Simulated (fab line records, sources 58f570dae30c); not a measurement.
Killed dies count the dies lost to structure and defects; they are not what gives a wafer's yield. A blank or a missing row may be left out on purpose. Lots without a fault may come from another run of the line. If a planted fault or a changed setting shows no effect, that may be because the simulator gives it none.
A struck lot beside a sound one | flow berkeley cmos170 | 16 steps out of a route of 331
Sound: these wafers, L362.1, L362.3, L362.6. The struck wafers were L365.2, L365.3, L365.4. At the end, the cause is stated.
For every step that has rows: the tool of each side, followed by ch and its chambers, followed by its first start. Under that, the readings that differ: sound wafers | struck wafers | difference of the means | sigmas: that difference in standard deviations of wafers without a fault.
alike: readings whose means differ by less than 2 such deviations, and words and numbers that are the same on both sides. not compared: withheld readings, readings that some wafer has no value for, bounds like >300 that may hide the same value, and numbers for which the record gives no deviation and whose values overlap.
A row with sigmas, a row that says differs or no value, or rows on one side alone: a step with any of these is where the two part. Numbers that have no deviation but don't overlap get no sigmas and don't part them. Lack of a reading on every wafer of one side parts them only where that side has two or more wafers.

first, 2 steps without rows for these wafers: UCB170_V1_PEB_10; UCB170_V1_DEVELOP_11 (develop time 45 s).
UCB170_V1_CD_MEAS_12: the cd target is 700 nm.
  sound on cd sem-02 at day 11 17:39; struck on cd sem-01 at day 12 05:52
  reading    | sound             | struck            | difference | sigmas
  cd nm (nm) | 697.5 697.6 697.2 | 698.9 700.8 701.4 | +2.9       | +2
UCB170_V1_OVL_MEAS_13:
  sound on overlay-01 at day 11 17:46; struck on overlay-02 at day 12 05:58
  alike: V1_OVL
UCB170_V1_ETCH_14: etches SiO2 in CHF3/CF4/Ar, stops on Al, target depth 1250 nm, time 291 s.
  sound on rie diel-03 ch 0,1,3, day 11 17:48; struck on rie diel-03 ch 0,1,3, day 12 06:00
  alike: cf4 flow sccm, chamber pressure mTorr, drypump motor current A, oes product au, throttle valve pct
  not compared: rf hours counter h
UCB170_V1_STRIP_15: strips in O2.
  sound on plasma asher-02 ch 0,1, day 11 17:59; struck on plasma asher-01 ch 0,1, day 12 06:11
  reading                     | sound          | struck         | difference | sigmas
  drypump motor current A (A) | 5.57 5.24 5.26 | 5.90 5.90 5.88 | +0.54      | +2
  alike: chamber pressure mTorr, oes product au, strip time to endpoint s
  not compared: rf hours counter h
UCB170_V1_CD_MEAS_90: the cd target is 700 nm.
  sound on cd sem-01 at day 11 18:05; struck on cd sem-02 at day 12 06:18
  reading    | sound             | struck            | difference | sigmas
  cd nm (nm) | 696.7 697.8 697.6 | 700.1 701.4 701.9 | +3.8       | +3
then, 1 step without rows for these wafers: UCB170_M2_PRE_CLEAN_00 (preclean etch time 60 s).
UCB170_M2_SPUTTER_01: material Al, target thk 900 nm, time 120 s.
  sound on pvd sputter-02 at day 11 18:16; struck on pvd sputter-04 at day 12 06:28
  alike: cathode dc power W, chamber pressure pa, throttle valve pct
UCB170_M2_RS_MEAS_02: uses a four-point probe to measure.
  sound on film metro-01 at day 11 18:21; struck on film metro-01 at day 12 06:34
  alike: M2_AL_RS
UCB170_M2_THK_MEAS_03: measures by xrf.
  sound on film metro-01 at day 11 18:28; struck on film metro-01 at day 12 06:41
  alike: M2_AL_THK
then, 1 step without rows for these wafers: UCB170_M2_HMDS_04 (prime time 60 s).
UCB170_M2_COAT_05: resist thk 900 nm.
  sound on litho track-03 ch 0, day 11 18:41; struck on litho track-04 ch 0, day 12 07:01
  reading                             | sound                | struck               | difference | sigmas
  spin speed rpm (rpm)                | 1501.2 1501.0 1500.6 | 1636.7 1638.0 1636.1 | +136.0     | +99 or more
  model.KrF_of_M2_COAT_05.thk nm (nm) | 898.6 897.2 900.5    | 858.6 859.5 861.8    | -38.8      |
  alike: exhaust pa, resist line temp C
then, 1 step without rows for these wafers: UCB170_M2_SOFTBAKE_06 (time 60 s).
UCB170_M2_STRIP_07: strips in O2.
  sound on plasma asher-03 ch 1, day 11 18:59; struck on plasma asher-04 ch 0,1, day 12 07:18
  reading                      | sound             | struck            | difference | sigmas
  strip time to endpoint s (s) | 21.94 21.89 21.97 | 20.98 21.00 21.04 | -0.93      | -16
  alike: chamber pressure mTorr, drypump motor current A, oes product au
  not compared: rf hours counter h
then, 1 step without rows for these wafers: UCB170_M2_STRIP_08 (strips KrF in DMSO, time 600 s).

== WHERE THEY PART ==
Earliest at UCB170_V1_CD_MEAS_12; latest, in this record, at UCB170_M2_STRIP_07.

WHY: the cause the simulator had injected
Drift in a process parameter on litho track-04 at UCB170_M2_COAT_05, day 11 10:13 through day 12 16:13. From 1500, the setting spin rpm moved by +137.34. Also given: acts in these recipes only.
